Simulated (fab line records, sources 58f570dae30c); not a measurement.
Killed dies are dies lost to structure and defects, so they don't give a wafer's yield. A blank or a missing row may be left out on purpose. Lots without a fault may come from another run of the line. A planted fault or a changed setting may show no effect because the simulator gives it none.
Which tool did it? | flow berkeley_cmos170 | 15 lots, 45 wafers sampled, at 5 steps of a route of 331

WHAT THE GAUGES READ, wafer by wafer
UCB170_SDANNEAL_RS_MEAS_02: measures by four-point-probe. Usual: PSD_RS 75.46 ohm/sq, standard deviation 0.29.
lot  | measured     | on            | PSD_RS (ohm/sq)   | flag
L810 | day 8 11:37  | film_metro-04 | 75.53 75.53 75.30 |
L814 | day 9 05:34  | film_metro-04 | 75.42 75.59 75.81 |
L815 | day 9 06:22  | film_metro-01 | 75.80 75.94 75.97 |
L818 | day 9 22:50  | film_metro-04 | 75.85 75.88 75.74 |
L822 | day 10 15:40 | film_metro-01 | 75.70 75.77 75.76 |
L821 | day 10 16:14 | film_metro-03 | 75.48 75.81 75.26 |
L823 | day 10 23:27 | film_metro-01 | 75.55 75.44 75.97 |
L824 | day 10 23:15 | film_metro-03 | 75.92 75.37 75.63 |
L825 | day 11 13:46 | film_metro-01 | 75.15 75.06 74.99 |
L828 | day 12 04:26 | film_metro-03 | 75.21 75.18 75.26 |
L827 | day 12 04:48 | film_metro-04 | 75.64 75.54 75.60 |
L829 | day 12 04:41 | film_metro-01 | 74.70 75.01 74.96 |
L830 | day 12 04:55 | film_metro-03 | 75.44 75.18 74.99 |
L831 | day 12 07:04 | film_metro-01 | 75.46 75.55 75.64 |
L832 | day 12 08:02 | film_metro-01 | 75.34 75.54 75.39 |

UCB170_CONTACT_THK_MEAS_02. Usual: CONTACT_PSG_THK 698 nm, standard deviation 7.
lot  | measured     | on            | CONTACT_PSG_THK (nm) | flag
L810 | day 8 15:19  | film_metro-04 | 691 693 697          |
L814 | day 9 11:02  | film_metro-04 | 1393 1405 1401       | OFF
L815 | day 9 11:34  | film_metro-02 | 1403 1411 1416       | OFF
L818 | day 10 04:57 | film_metro-02 | 1406 1401 1399       | OFF
L822 | day 10 19:42 | film_metro-04 | 700 701 702          |
L821 | day 10 19:53 | film_metro-02 | 690 696 691          |
L823 | day 11 03:09 | film_metro-04 | 692 696 692          |
L824 | day 11 02:04 | film_metro-03 | 709 710 712          |
L825 | day 11 18:12 | film_metro-02 | 699 693 696          |
L828 | day 12 07:25 | film_metro-04 | 692 692 687          |
L827 | day 12 08:16 | film_metro-02 | 698 700 704          |
L829 | day 12 08:17 | film_metro-04 | 700 696 698          |
L830 | day 12 08:19 | film_metro-04 | 702 702 699          |
L831 | day 12 10:04 | film_metro-04 | 707 712 711          |
L832 | day 12 12:02 | film_metro-02 | 689 679 689          |

UCB170_CONTACT_CD_MEAS_15: target cd 700 nm. Usual: cd_nm 700.0 nm, standard deviation 1.5.
lot  | measured     | on        | cd_nm (nm)        | flag
L810 | day 8 17:22  | cd_sem-01 | 699.5 700.3 699.9 |
L814 | day 9 13:14  | cd_sem-01 | 702.3 701.7 702.4 |
L815 | day 9 13:53  | cd_sem-01 | 698.6 697.6 698.2 |
L818 | day 10 06:57 | cd_sem-01 | 698.9 699.5 699.6 |
L822 | day 10 22:03 | cd_sem-02 | 697.7 700.4 698.3 |
L821 | day 10 22:14 | cd_sem-01 | 702.1 702.2 702.1 |
L823 | day 11 04:58 | cd_sem-02 | 697.7 698.9 697.0 |
L824 | day 11 03:45 | cd_sem-02 | 699.8 699.0 699.1 |
L825 | day 11 21:07 | cd_sem-01 | 699.4 701.4 702.1 |
L828 | day 12 09:44 | cd_sem-02 | 702.7 701.6 701.7 |
L827 | day 12 10:43 | cd_sem-01 | 700.0 700.8 700.0 |
L829 | day 12 10:32 | cd_sem-01 | 701.3 700.5 701.9 |
L830 | day 12 10:56 | cd_sem-02 | 700.3 699.2 701.1 |
L831 | day 12 12:06 | cd_sem-01 | 699.0 700.1 699.4 |
L832 | day 12 14:10 | cd_sem-01 | 700.9 699.5 698.9 |

WHICH TOOL RAN EACH LOT (tool, then ch and the chambers of the sampled wafers, then the start)
lot  | UCB170_PLDD_STRIP_10                 | UCB170_CONTACT_CVD_01
L810 | plasma_asher-01 ch 0,1, day 7 22:31  | lpcvd-02 ch 0, day 8 12:37
L814 | plasma_asher-04 ch 0,1, day 8 13:51  | lpcvd-02 ch 0, day 9 06:35 and lpcvd-01 ch 0, day 9 09:16
L815 | plasma_asher-01 ch 0,1, day 8 14:08  | lpcvd-01 ch 1, day 9 07:29 and lpcvd-02 ch 1, day 9 09:47
L818 | plasma_asher-04 ch 0,1, day 9 06:01  | lpcvd-02 ch 1, day 10 01:11 and lpcvd-01 ch 1, day 10 03:08
L822 | plasma_asher-04 ch 0,1, day 10 01:02 | lpcvd-01 ch 0, day 10 17:02
L821 | plasma_asher-01 ch 0, day 10 01:18   | lpcvd-02 ch 1, day 10 18:06
L823 | plasma_asher-03 ch 0,1, day 10 11:36 | lpcvd-01 ch 0, day 11 00:28
L824 | plasma_asher-04 ch 0,1, day 10 11:43 | lpcvd-02 ch 1, day 11 00:17
L825 | plasma_asher-04 ch 0,1, day 10 20:40 | lpcvd-01 ch 1, day 11 15:31
L828 | plasma_asher-03 ch 0, day 11 11:00   | lpcvd-02 ch 1, day 12 05:38
L827 | plasma_asher-01 ch 0,1, day 11 11:14 | lpcvd-01 ch 0, day 12 06:29
L829 | plasma_asher-04 ch 0,1, day 11 11:31 | lpcvd-01 ch 0, day 12 06:29
L830 | plasma_asher-03 ch 0,1, day 11 11:36 | lpcvd-01 ch 1, day 12 06:29
L831 | plasma_asher-04 ch 1, day 11 18:56   | lpcvd-01 ch 0, day 12 08:16
L832 | plasma_asher-01 ch 0,1, day 11 19:29 | lpcvd-02 ch 0, day 12 10:15
- UCB170_PLDD_STRIP_10: strips in O2.
- UCB170_CONTACT_CVD_01: deposits PSG from SiH4/O2/PH3, target thk 700 nm, time 2820 s.

WHAT THE TOOLS THEMSELVES READ (means of the sampled wafers that have a number; where no wafer has one, the mark that the record gives instead)
UCB170_PLDD_STRIP_10. Usual: drypump_motor_current_A 5.9 A, standard deviation 0.43; oes_product_au 0.734 a.u., standard deviation 0.0045; strip_time_to_endpoint_s 21.58 s, standard deviation 0.072.
lot  | tool            | drypump_motor_current_A (A) | oes_product_au (a.u.) | strip_time_to_endpoint_s (s) | flag
L810 | plasma_asher-01 | 6.4                         | 0.736                 | 21.43                        |
L814 | plasma_asher-04 | 5.7                         | 0.734                 | 21.43                        |
L815 | plasma_asher-01 | 6.4                         | 0.735                 | 21.57                        |
L818 | plasma_asher-04 | 5.7                         | 0.738                 | 21.60                        |
L822 | plasma_asher-04 | 5.7                         | 0.731                 | 21.63                        |
L821 | plasma_asher-01 | 6.5                         | 0.732                 | 21.60                        |
L823 | plasma_asher-03 | 5.9                         | 0.731                 | 21.63                        |
L824 | plasma_asher-04 | 5.7                         | 0.736                 | 21.59                        |
L825 | plasma_asher-04 | 5.5                         | 0.732                 | 21.64                        |
L828 | plasma_asher-03 | 5.8                         | 0.736                 | 21.58                        |
L827 | plasma_asher-01 | 6.4                         | 0.732                 | 21.57                        |
L829 | plasma_asher-04 | 5.5                         | 0.731                 | 21.64                        |
L830 | plasma_asher-03 | 6.0                         | 0.735                 | 21.58                        |
L831 | plasma_asher-04 | 5.2                         | 0.733                 | 21.60                        |
L832 | plasma_asher-01 | 6.4                         | 0.737                 | 21.61                        |

UCB170_CONTACT_CVD_01. Usual: spike_tc_load_C 466.7 C, standard deviation 2.5; zone_power_source_pct 7.1 %, standard deviation 0.86.
lot  | tool              | spike_tc_load_C (C) | zone_power_source_pct (%) | flag
L810 | lpcvd-02          | 468.6               | 8.2                       |
L814 | lpcvd-02/lpcvd-01 | 466.6               | 7.1                       |
L815 | lpcvd-01/lpcvd-02 | 468.1               | 7.6                       |
L818 | lpcvd-02/lpcvd-01 | 467.4               | 7.6                       |
L822 | lpcvd-01          | 464.8               | 6.0                       |
L821 | lpcvd-02          | 470.9               | 7.7                       |
L823 | lpcvd-01          | 464.8               | 6.0                       |
L824 | lpcvd-02          | 470.4               | 7.7                       |
L825 | lpcvd-01          | 464.1               | 7.4                       |
L828 | lpcvd-02          | 470.2               | 7.8                       |
L827 | lpcvd-01          | 464.6               | 6.1                       |
L829 | lpcvd-01          | 464.8               | 5.9                       |
L830 | lpcvd-01          | 464.3               | 7.4                       |
L831 | lpcvd-01          | 465.4               | 6.0                       |
L832 | lpcvd-02          | 467.2               | 8.2                       |

THE ANSWER, worked out from the rows above alone
Rule: a lot is off if the mean of its wafers that have a number lies more than 3 standard deviations from the usual mean. A lot without any number at a reading at which 4 lots or more have one is off too. The other lots that the step has rows for count as sound. The gauges are gone through in route order, then the tools' own readings, and for those a lot's mean is taken as printed above. The first step at which some lot is off is used, and at that step the reading that is off furthest; a lot without a number counts as furthest.
Off: L814, L815, L818, at UCB170_CONTACT_THK_MEAS_02 (CONTACT_PSG_THK).
A tool fits if, at a process step before that reading, it ran every lot that is off, and no sound lot after the first of them. The gauges at UCB170_CONTACT_THK_MEAS_02 are tried like those tools. None of those tried fits.

WHAT THE SIMULATOR HAD PUT IN
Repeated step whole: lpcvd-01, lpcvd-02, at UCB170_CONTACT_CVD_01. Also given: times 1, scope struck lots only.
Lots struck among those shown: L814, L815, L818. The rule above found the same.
